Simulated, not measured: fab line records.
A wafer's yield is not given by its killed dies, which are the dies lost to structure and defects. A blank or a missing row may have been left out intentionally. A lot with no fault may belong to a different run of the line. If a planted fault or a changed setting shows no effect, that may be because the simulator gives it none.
fab line records -- flow berkeley_cmos170
[record] lots = 6, wafers = 18, last_day = 10
route steps=331 shown M3@315
lots that met no fault: from a run of the same line without faults
start_h: hours from the record's opening day to when the first of the lot's shown wafers began -- wait_h: how many hours have passed since the lot's step before this one -- " the same as in the row above -- L1.1+2: one row covering several wafers at once -- - no value, or no start given -- * or withheld: withheld -- < > ~ a bound
route shown NAME@n: a module of which the file shows steps, and the number in the route of the first -- usual: mean/standard deviation taken from wafers without a fault -- same: alike in all rows -- chamber/n: place in a boat -- sites: readings site by site -- _std_site: the values' standard deviation -- _edge_site: mean of outer sites minus mean of inner sites -- radius_mm: for every site, how far away it sits from the centre of the wafer -- mask NAME#n: copy n -- behind: the tool/chamber that last shaped the wafer -- hold: reason for holding the lot/hours on hold/outcome of the hold -- device: the n, p or np transistor that did not switch -- end of line: tests of these same wafers at the route's end -- where a step has no rows: the recipe by itself -- killed: the dies lost at the first sort to structure and to defects; this is not the yield of the wafer -- map: dies across one wafer; x = killed, . = not, _ = none there
set.NAME: the setting as run; set.NAME@STEP: as run at that earlier step -- model.NAME: the simulator's own value behind a step, which no gauge read
lots seen at some steps along the route; tables by step, rows by wafer
services: a tool's chamber out of use, with start hour (start_h, from the record's first day; less than 0 if before it), hours out, and reason
[[steps]]
[step UCB170_M3_SOFTBAKE_06]
[recipe] resist = KrF, temp_c = 130, time_s = 60
[step UCB170_M3_STRIP_07]
[recipe] chemistry = O2, power_w = 400, pressure_mtorr = 3500, platen_temp_c = withheld, o2_flow_sccm = 400, overash_fraction = 0.5
[usual] drypump_motor_current_A = 5.8/0.44, oes_product_au = 0.735/0.0042, strip_time_to_endpoint_s = 21.96/0.049
lot.wafer,tool,chamber,start_h,wait_h,drypump_motor_current_A,oes_product_au,rf_hours_counter_h,strip_time_to_endpoint_s
L700.1,plasma_asher-01,1,190.48,0.1,6.1,0.738,49,21.96
L700.2,plasma_asher-01,0,190.48,0.1,5.1,0.731,49,21.99
L700.6,plasma_asher-01,1,190.48,0.1,6.1,0.732,-,21.98
L706.1,plasma_asher-03,0,215.83,0.1,6.1,0.731,8,21.95
L706.4,plasma_asher-03,0,215.83,0.1,6.1,0.743,-,22.05
L706.6,plasma_asher-03,1,215.83,0.1,6.0,0.746,-,22.05
L707.1,plasma_asher-02,1,232.10,0.1,5.4,0.743,52,22.02
L707.3,plasma_asher-02,0,232.10,0.1,6.2,0.731,-,22.00
L707.5,plasma_asher-02,1,232.10,0.1,5.4,0.733,-,22.10
L709.1,plasma_asher-02,1,233.45,0.1,5.4,0.733,52,21.93
L709.2,plasma_asher-02,0,233.45,0.1,6.3,0.732,52,21.96
L709.4,plasma_asher-02,0,233.45,0.1,6.3,0.739,-,21.97
L711.1,plasma_asher-02,0,233.90,0.1,6.3,0.733,52,22.00
L711.3,plasma_asher-02,1,233.90,0.1,5.4,0.728,-,21.98
L711.5,plasma_asher-02,0,233.90,0.1,6.2,0.737,-,21.94
L712.1,plasma_asher-01,0,246.51,0.1,5.1,0.737,55,21.96
L712.2,plasma_asher-01,1,246.51,0.1,6.0,0.738,55,21.96
L712.5,plasma_asher-01,1,246.51,0.1,6.1,0.743,-,21.95
[step UCB170_M3_STRIP_08]
[recipe] chemistry = DMSO, temp_c = 80, time_s = 600, material = KrF
[step UCB170_M3_COAT_09]
[recipe] resist = BARC, temp_c = withheld, time_s = withheld, spin_rpm = 3000, resist_thk_nm = withheld
[step UCB170_M3_COAT_10]
[recipe] resist = KrF, spin_rpm = 1500, resist_thk_nm = 900
[step UCB170_M3_SOFTBAKE_11]
[recipe] resist = KrF, temp_c = 130, time_s = 60
[step UCB170_M3_EXPOSE_12]
[recipe] mask_id = METAL3, target_cd_nm = 700, na = 0.5, sigma_outer = 0.6, source_shape = conventional, dose_mj = 26
[step UCB170_M3_PEB_13]
[recipe] peb_temp_c = 130, peb_time_s = withheld, resist = KrF
[step UCB170_M3_DEVELOP_14]
[recipe] developer = TMAH, develop_time_s = 45.91, resist = KrF, dev_temp_c = 21
[step UCB170_M3_CD_MEAS_15]
[recipe] target_cd_nm = 700
[usual] cd_nm = 700.1/1.3
lot.wafer,tool,chamber,start_h,wait_h,cd_nm
L700.1,cd_sem-02,-,192.21,-,700.6
L700.2,cd_sem-02,-,192.21,-,701.2
L700.6,cd_sem-02,-,192.21,-,701.4
L706.1,cd_sem-01,-,217.15,-,702.4
L706.4,cd_sem-01,-,217.15,-,701.6
L706.6,cd_sem-01,-,217.15,-,701.1
L707.1,cd_sem-02,-,234.18,-,698.7
L707.3,cd_sem-02,-,234.18,-,699.2
L707.5,cd_sem-02,-,234.18,-,699.8
L709.1,cd_sem-01,-,235.77,-,698.6
L709.2,cd_sem-01,-,235.77,-,701.7
L709.4,cd_sem-01,-,235.77,-,699.1
L711.1,cd_sem-01,-,236.04,-,700.0
L711.3,cd_sem-01,-,236.04,-,698.6
L711.5,cd_sem-01,-,236.04,-,700.8
L712.1,cd_sem-02,-,248.00,-,699.9
L712.2,cd_sem-02,-,248.00,-,699.9
L712.5,cd_sem-02,-,248.00,-,698.8
[step UCB170_M3_OVL_MEAS_16]
[usual] M3_OVL = 0/4.6
lot.wafer,tool,chamber,start_h,wait_h,M3_OVL[nm]
L700.1,overlay-01,-,192.33,0.1,2
L700.2,overlay-01,-,192.33,0.1,10
L700.6,overlay-01,-,192.33,0.1,7
L706.1,overlay-01,-,217.27,0.1,-2
L706.4,overlay-01,-,217.27,0.1,-2
L706.6,overlay-01,-,217.27,0.1,-1
L707.1,overlay-01,-,234.30,0.1,-7
L707.3,overlay-01,-,234.30,0.1,-3
L707.5,overlay-01,-,234.30,0.1,-8
L709.1,overlay-02,-,235.89,0.1,1
L709.2,overlay-02,-,235.89,0.1,1
L709.4,overlay-02,-,235.89,0.1,10
L711.1,overlay-02,-,236.16,0.1,-9
L711.3,overlay-02,-,236.16,0.1,-4
L711.5,overlay-02,-,236.16,0.1,2
L712.1,overlay-02,-,248.12,0.1,4
L712.2,overlay-02,-,248.12,0.1,4
L712.5,overlay-02,-,248.12,0.1,9
[step UCB170_M3_ETCH_17]
[recipe] chemistry = N2/H2, target_depth_a = withheld, overetch_a = withheld, target = BARC, time_s = withheld, source_w = 500, bias_w = 100, pressure_mtorr = 30, n2_flow_sccm = 100, h2_flow_sccm = 200
[usual] drypump_motor_current_A = 5.71/0.28, oes_product_au = 0.998/0.025, rf_fwd_power_W = 495.0/2.3, throttle_valve_pct = 13.33/0.12
lot.wafer,tool,chamber,start_h,wait_h,drypump_motor_current_A,oes_product_au,rf_fwd_power_W,throttle_valve_pct
L700.1,rie_diel-01,1,192.37,0.0,5.90,1.028,492.7,13.52
L700.2,rie_diel-01,3,192.37,0.0,5.78,1.040,492.8,13.34
L700.6,rie_diel-01,0,192.37,0.0,5.56,0.975,496.4,13.31
L706.1,rie_diel-01,3,217.31,0.0,5.79,1.034,497.5,13.36
L706.4,rie_diel-01,2,217.31,0.0,5.61,1.004,496.5,13.32
L706.6,rie_diel-01,3,217.31,0.0,5.79,1.039,494.9,13.34
L707.1,rie_diel-01,1,234.33,0.0,5.88,1.021,493.9,13.54
L707.3,rie_diel-01,3,234.33,0.0,5.79,1.045,493.8,13.35
L707.5,rie_diel-01,2,234.33,0.0,5.61,1.000,495.4,13.32
L709.1,rie_diel-01,2,235.92,0.0,5.62,0.994,494.7,13.33
L709.2,rie_diel-01,1,235.92,0.0,5.89,1.022,495.3,13.53
L709.4,rie_diel-01,0,235.92,0.0,5.54,0.992,496.6,13.31
L711.1,rie_diel-03,1,236.20,0.0,6.36,0.932,491.7,13.21
L711.3,rie_diel-03,3,236.20,0.0,5.74,1.008,492.2,13.30
L711.5,rie_diel-03,2,236.20,0.0,6.05,1.004,493.1,13.24
L712.1,rie_diel-04,0,248.16,0.0,5.17,1.011,496.8,13.09
L712.2,rie_diel-04,1,248.16,0.0,6.01,0.995,493.4,13.56
L712.5,rie_diel-04,2,248.16,0.0,5.67,1.024,494.2,13.37
[step UCB170_M3_METAL_ETCH_18]
[recipe] chemistry = Cl2/BCl3, target = Al, stop_on = SiO2, pressure_mtorr = 12, target_depth_a = 11700, over_etch_frac = 0.3, time_s = 195, icp_w = 600, bias_w = 120, Cl2_flow_sccm = 90, bcl3_flow_sccm = 45
[usual] drypump_motor_current_A = 5.4/0.35, oes_product_au = 0.866/0.012, rf_fwd_power_W = 597.8/1.8, throttle_valve_pct = 24.4/0.37
lot.wafer,tool,chamber,start_h,wait_h,drypump_motor_current_A,oes_product_au,rf_fwd_power_W,rf_hours_counter_h,throttle_valve_pct,model.KrF_of_M3_COAT_10.thk_nm,model.M3.feature_depth_nm,model.etch.depth_nm
L700.1,rie_metal-02,0,192.41,-,4.9,0.884,596.2,2,24.9,199.1,963.6,906
L700.2,rie_metal-02,1,192.41,-,5.8,0.842,600.1,17,24.2,190.5,950.8,893.2
L700.6,rie_metal-02,1,192.41,-,5.8,0.852,599.4,-,24.2,195.6,958.5,901.5
L706.1,rie_metal-02,0,217.35,-,4.9,0.812,357.3,3,24.9,445.7,769.8,769.8
L706.4,rie_metal-02,0,217.35,-,4.9,0.806,360.7,-,24.9,446.6,772.2,772.2
L706.6,rie_metal-02,0,217.35,-,4.9,0.810,361.0,-,24.9,445.2,766.6,766.6
L707.1,rie_metal-03,0,234.37,-,5.1,0.855,597.6,1,24.4,190.5,956.1,899
L707.3,rie_metal-03,1,234.37,-,5.8,0.864,597.2,-,24.1,241.5,950.9,896.7
L707.5,rie_metal-03,1,234.37,-,5.8,0.874,596.1,-,24.2,237.7,952.6,898.3
L709.1,rie_metal-02,1,235.96,-,5.8,0.864,598.3,0,24.3,218.1,951.5,896
L709.2,rie_metal-02,0,235.96,-,4.9,0.806,359.3,4,24.9,454.5,759.1,759.1
L709.4,rie_metal-02,0,235.96,-,4.9,0.788,357.8,-,24.9,456.8,756.1,756.1
L711.1,rie_metal-03,1,236.24,-,5.8,0.871,594.7,5,24.1,239,952.2,897.9
L711.3,rie_metal-03,1,236.24,-,5.8,0.877,597.9,-,24.2,236.7,962.4,907.6
L711.5,rie_metal-03,0,236.24,-,5.1,0.867,598.2,-,24.4,193.2,960.4,903.2
L712.1,rie_metal-01,0,248.20,-,5.6,0.865,597.3,11,24.5,199.7,957.6,901.9
L712.2,rie_metal-01,1,248.20,-,5.2,0.846,599.6,13,23.8,236.6,950.8,897.2
L712.5,rie_metal-01,0,248.20,-,5.6,0.861,596.5,-,24.5,200.8,952.8,897.3
[step UCB170_M3_STRIP_19]
[recipe] chemistry = O2, power_w = 400, pressure_mtorr = 3500, platen_temp_c = withheld, o2_flow_sccm = 400, overash_fraction = 0.5
[usual] drypump_motor_current_A = 5.9/0.34, oes_product_au = 0.546/0.021
lot.wafer,tool,chamber,start_h,wait_h,drypump_motor_current_A,oes_product_au,rf_hours_counter_h
L700.1,plasma_asher-02,1,192.60,0.1,5.4,0.531,48
L700.2,plasma_asher-02,0,192.60,0.1,6.2,0.518,48
L700.6,plasma_asher-02,0,192.60,0.1,6.3,0.521,-
L706.1,plasma_asher-03,1,217.73,0.3,6.0,0.716,8
L706.4,plasma_asher-03,0,217.73,0.3,6.1,0.722,-
L706.6,plasma_asher-03,1,217.73,0.3,6.0,0.722,-
L707.1,plasma_asher-01,1,234.56,0.1,6.0,0.516,54
L707.3,plasma_asher-01,0,234.56,0.1,5.2,0.573,-
L707.5,plasma_asher-01,1,234.56,0.1,6.1,0.577,-
L709.1,plasma_asher-03,1,236.15,0.1,6.0,0.558,10
L709.2,plasma_asher-03,0,236.15,0.1,6.1,0.713,10
L709.4,plasma_asher-03,0,236.15,0.1,6.1,0.725,-
L711.1,plasma_asher-02,1,236.43,0.1,5.4,0.561,53
L711.3,plasma_asher-02,0,236.43,0.1,6.3,0.566,-
L711.5,plasma_asher-02,0,236.43,0.1,6.3,0.529,-
L712.1,plasma_asher-03,1,248.39,0.1,6.0,0.531,11
L712.2,plasma_asher-03,0,248.39,0.1,6.1,0.565,11
L712.5,plasma_asher-03,0,248.39,0.1,6.0,0.531,-
[step UCB170_M3_CD_MEAS_90]
[recipe] target_cd_nm = 700
[usual] cd_nm = 701/5.1
lot.wafer,tool,chamber,start_h,wait_h,cd_nm
L700.1,cd_sem-02,-,192.70,0.1,708
L700.2,cd_sem-02,-,192.70,0.1,711
L700.6,cd_sem-02,-,192.70,0.1,711
L706.1,cd_sem-01,-,217.83,0.1,725
L706.4,cd_sem-01,-,217.83,0.1,726
L706.6,cd_sem-01,-,217.83,0.1,723
L707.1,cd_sem-02,-,234.68,0.1,690
L707.3,cd_sem-02,-,234.68,0.1,698
L707.5,cd_sem-02,-,234.68,0.1,701
L709.1,cd_sem-02,-,236.25,0.1,704
L709.2,cd_sem-02,-,236.25,0.1,723
L709.4,cd_sem-02,-,236.25,0.1,722
L711.1,cd_sem-02,-,236.53,0.1,696
L711.3,cd_sem-02,-,236.53,0.1,700
L711.5,cd_sem-02,-,236.53,0.1,693
L712.1,cd_sem-02,-,248.60,0.2,698
L712.2,cd_sem-02,-,248.60,0.2,702
L712.5,cd_sem-02,-,248.60,0.2,700
[step UCB170_M3_BOW_MEAS_20]
[recipe] mode = bow
[usual] M3_BOW = 34/7.5
lot.wafer,tool,chamber,start_h,wait_h,M3_BOW[um]
L700.1,film_metro-02,-,192.82,0.1,37
L700.2,film_metro-02,-,192.82,0.1,49
L700.6,film_metro-02,-,192.82,0.1,39
L706.1,film_metro-04,-,217.95,0.1,43
L706.4,film_metro-04,-,217.95,0.1,31
L706.6,film_metro-04,-,217.95,0.1,22
L707.1,film_metro-04,-,234.80,0.1,41
L707.3,film_metro-04,-,234.80,0.1,46
L707.5,film_metro-04,-,234.80,0.1,47
L709.1,film_metro-04,-,236.37,0.1,32
L709.2,film_metro-04,-,236.37,0.1,44
L709.4,film_metro-04,-,236.37,0.1,28
L711.1,film_metro-01,-,236.65,0.1,35
L711.3,film_metro-01,-,236.65,0.1,46
L711.5,film_metro-01,-,236.65,0.1,37
L712.1,film_metro-02,-,248.72,0.1,27
L712.2,film_metro-02,-,248.72,0.1,30
L712.5,film_metro-02,-,248.72,0.1,33
[step UCB170_M3_PROBE_99]
lot.wafer,tool,chamber,start_h,wait_h,model.etest.antenna_m2.short,model.etest.antenna_m3.short,model.etest.antenna_m2.over_limit,model.etest.antenna_m3.over_limit
L700.1+2,prober-01,-,192.94,0.1,0,0,0,0
L706.1+6,prober-01,-,218.07,0.1,1,1,1,1
L707.1+3+5,prober-01,-,234.92,0.1,0,0,0,0
L709.1,prober-01,-,236.49,0.1,0,0,0,0
L709.2+4,prober-01,-,236.54,0.1,1,1,1,1
L711.1+3+5,prober-02,-,236.77,0.1,0,0,0,0
L712.1+2,prober-01,-,248.84,0.1,0,0,0,0
// killed by level:class
L700.1 WELLDRIVE:geometric_particle:short=1 GATE:geometric_particle:short=1
L700.2 ACTIVE:area_etch=7 GATE:geometric_particle:open=2 V1:geometric_particle:open=1 M2:geometric_particle:short=1 V2:geometric_particle:open=1
L707.1 SCREENOX:geometric_particle:open=1 GATE:geometric_particle:open=1 PWELL:area_etch=1
L707.3 GATE:geometric_particle:open=2
L707.5 SACOX:geometric_particle:short=1 SPACER:geometric_particle:open=1 M1:geometric_particle:open=1 M2:geometric_particle:short=1 M3:geometric_particle:short=1
L711.1 SCREENOX:geometric_particle:short=1 GATE:geometric_particle:short=1 PLDD:coat_microbubble_printed=1
L711.3 GATE:geometric_particle:open=1 SPACER:geometric_particle:open=1
L711.5 WELLDRIVE:geometric_particle:open=1 FIELD:geometric_particle:short=1 GATE:geometric_particle:open=1 SPACER:geometric_particle:open=1 CONTACT:geometric_particle:open=1 M2:geometric_particle:short=1
L712.1 START:geometric_particle:short=2 GATE:geometric_particle:short=1 M3:geometric_particle:short=1 NWELL:area_etch=1
L712.2 ACTIVE:geometric_particle:open=1 SILICIDE:geometric_particle:short=1 SILICIDE:geometric_particle:open=1
[[services]]
tool,chamber,start_h,hours,kind
plasma_asher-02,-,169.02,2.8,pm
rie_metal-03,0,173.27,-,clean
rie_metal-03,0,173.27,23.5,scheduled_down
rie_metal-03,0,173.27,23.5,vent_cycle
rie_diel-01,2,180.28,-,clean
rie_diel-01,2,180.28,31.7,scheduled_down
rie_diel-01,2,180.28,31.7,vent_cycle
rie_diel-03,1,191.26,13.5,repair
plasma_asher-03,-,194.99,2.1,repair
rie_metal-02,1,201.67,-,clean
rie_metal-02,1,201.67,22.7,scheduled_down
rie_metal-02,1,201.67,22.7,vent_cycle
rie_diel-03,1,204.78,-,clean
rie_diel-03,1,204.78,26.4,scheduled_down
rie_diel-03,1,204.78,26.4,vent_cycle
rie_diel-03,3,207.22,7.3,repair
[[key]]
[first_sign] step = UCB170_M3_METAL_ETCH_18, reading = rf_fwd_power_W, direction = down, sigmas = 99+, usual = 597.8, struck = 359.2
[effect] step = UCB170_M3_METAL_ETCH_18, reading = oes_product_au, direction = down, sigmas = 5.1, usual = 0.866, struck = 0.804
[effect] step = UCB170_M3_STRIP_19, reading = oes_product_au, direction = up, sigmas = 8.2, usual = 0.546, struck = 0.720
[effect] step = UCB170_M3_CD_MEAS_90, reading = cd_nm, direction = up, sigmas = 4.6, usual = 701, struck = 724
[model_effect] step = UCB170_M3_METAL_ETCH_18, value = KrF_of_M3_COAT_10.thk_nm, without = 199.1, struck = 449.8
[model_effect] step = UCB170_M3_PROBE_99, value = etest.antenna_m2.short, without = 0, struck = 1
met_at UCB170_M3_METAL_ETCH_18
struck_wafers L706.1,L706.4,L706.6,L709.2,L709.4
later_rows_left_out L706.1,L706.6,L709.2,L709.4
sort_left_out L706.1,L706.4,L706.6,L709.2,L709.4
onset_between 192.41 217.35
[fault] kind = process_parameter_drift, tool = rie_metal-02, chamber = 0, onset_h = 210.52, steps = UCB170_M3_METAL_ETCH_18, channel = icp_w, offset = -240, shape = step, end_h = 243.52, acts_in = these_recipes_only, stated = 600
// sort_left_out: the simulated sort isn't trusted on such a fault, so these wafers' sort isn't shown, and their yield isn't known
// later_rows_left_out: the simulator's readings of these wafers behind a module that went badly wrong aren't trusted and aren't shown, but for the sort
